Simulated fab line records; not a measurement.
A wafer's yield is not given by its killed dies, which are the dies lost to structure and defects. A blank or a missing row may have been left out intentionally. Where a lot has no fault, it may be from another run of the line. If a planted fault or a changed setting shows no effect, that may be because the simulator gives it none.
Split-lot experiment | flow ritCmos | 23 wafers read from 5 lots, route of 202 steps

ON THE SPLIT
At RIT_NWELL_COAT_01 (resist thk 1300 nm), the setting resistThkNm was moved away from the recipe's 1300 nm on 10 of the 23 wafers read, by -5.8% to +5.8%. This setting was run at the recipe's value on the other wafers.

FROM THE SPLIT TO THE READING: what the file shows between them, 3 steps
- RIT_NWELL_SOFTBAKE_02: time 60 s
- RIT_NWELL_EXPOSE_03: exposes mask M2, target cd 43900 nm
- RIT_NWELL_DEVELOP_05: develop time 68 s

THE READING
NOVOLAK_of_NWELL_COAT_01.thkNm (the simulator's own value, which no gauge read), in nm, at RIT_NWELL_HARDBAKE_07 (time 120 s). The file does not state a usual value for it. Across the 13 wafers here that went through the recipe, the average is 1139 nm and the standard deviation 2.8 nm.

wafer  | tool, chamber at the split | resistThkNm as run, nm | against the recipe | NOVOLAK_of_NWELL_COAT_01.thkNm, nm | against lot-mates on the recipe
L074.1 | lithoTrack-02, 0           | 1300                   | recipe             | 1141                               | -
L074.5 | lithoTrack-02, 0           | 1300                   | recipe             | 1141                               | -
L074.4 | lithoTrack-02, 0           | 1300                   | recipe             | 1140                               | -
L075.1 | lithoTrack-04, 0           | 1300                   | recipe             | 1136                               | -
L075.2 | lithoTrack-04, 0           | 1224                   | -5.8%              | 1074                               | -64
L075.3 | lithoTrack-04, 0           | 1224                   | -5.8%              | 1074                               | -64
L075.5 | lithoTrack-04, 0           | 1224                   | -5.8%              | 1073                               | -66
L075.6 | lithoTrack-04, 0           | 1300                   | recipe             | 1141                               | -
L077.1 | lithoTrack-04, 0           | 1375                   | +5.8%              | 1207                               | +66
L077.2 | lithoTrack-04, 0           | 1375                   | +5.8%              | 1208                               | +68
L077.6 | lithoTrack-04, 0           | 1375                   | +5.8%              | 1208                               | +68
L077.4 | lithoTrack-04, 0           | 1300                   | recipe             | 1138                               | -
L077.5 | lithoTrack-04, 0           | 1300                   | recipe             | 1143                               | -
L079.1 | lithoTrack-02, 0           | 1300                   | recipe             | 1135                               | -
L079.5 | lithoTrack-02, 0           | 1300                   | recipe             | 1135                               | -
L079.2 | lithoTrack-02, 0           | 1374                   | +5.7%              | 1204                               | +69
L079.4 | lithoTrack-02, 0           | 1300                   | recipe             | 1134                               | -
L079.6 | lithoTrack-02, 0           | 1374                   | +5.7%              | 1198                               | +63
L084.1 | lithoTrack-04, 0           | 1229                   | -5.5%              | 1081                               | -59
L084.2 | lithoTrack-04, 0           | 1300                   | recipe             | 1140                               | -
L084.3 | lithoTrack-04, 0           | 1300                   | recipe             | 1139                               | -
L084.5 | lithoTrack-04, 0           | 1229                   | -5.5%              | 1082                               | -58
L084.6 | lithoTrack-04, 0           | 1300                   | recipe             | 1141                               | -

THE FIT
A straight line over all 23 wafers: NOVOLAK_of_NWELL_COAT_01.thkNm changes by +11.2 nm for each +1% of resistThkNm; r = +1.00; the points scatter about the line by 3 nm.
The same after taking each lot's own level away (the mean of its wafers on the recipe; 23 wafers): +11.3 nm for each +1%; r = +1.00; scatter 1.9 nm.
That fit puts the effect of the largest move of resistThkNm on the reading at 66 nm.
The span of the lots' own levels, 1134.7 to 1140.7 nm, comes to 2.2 times the standard deviation stated above.
The two slopes agree, so the slope changes little with the lot-to-lot level.
Check: with one of the wafers moved furthest among these (-5.8%) left out of the fit, the line predicts -65.3 nm for it against its lot-mates. It came out at -64.5 nm against them.

THE OTHER SPLITS THESE WAFERS WENT THROUGH
These wafers also went through other splits before the reading. Each is held against what the fit with the lots' levels taken away leaves over:
other split on the same wafers     | wafers away from the commonest value | r with NOVOLAK_of_NWELL_COAT_01.thkNm (lot level and that fit taken away)
RIT_ACTIVE_COAT_06 spinRpm         | 6                                    | +0.17
RIT_ACTIVE_DEVELOP_10 developTimeS | 11                                   | -0.30

THE WHOLE CHAIN: every reading that the file lists as answering this split, in the file's order
step                  | what it does       | reading                                                                         | change (the file's fit)              | r (the file's)
RIT_NWELL_COAT_01     | resist thk 1300 nm | NOVOLAK_of_NWELL_COAT_01.thkNm (the simulator's own value, which no gauge read) | +13.1 nm for each +1% of the setting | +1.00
RIT_NWELL_HARDBAKE_07 | time 120 s         | NOVOLAK_of_NWELL_COAT_01.thkNm (the simulator's own value, which no gauge read) | +11.3 nm for each +1% of the setting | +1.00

THE FILE'S OWN FIT
NOVOLAK_of_NWELL_COAT_01.thkNm changes by +11.3 nm for each +1% of resistThkNm, r = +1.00.
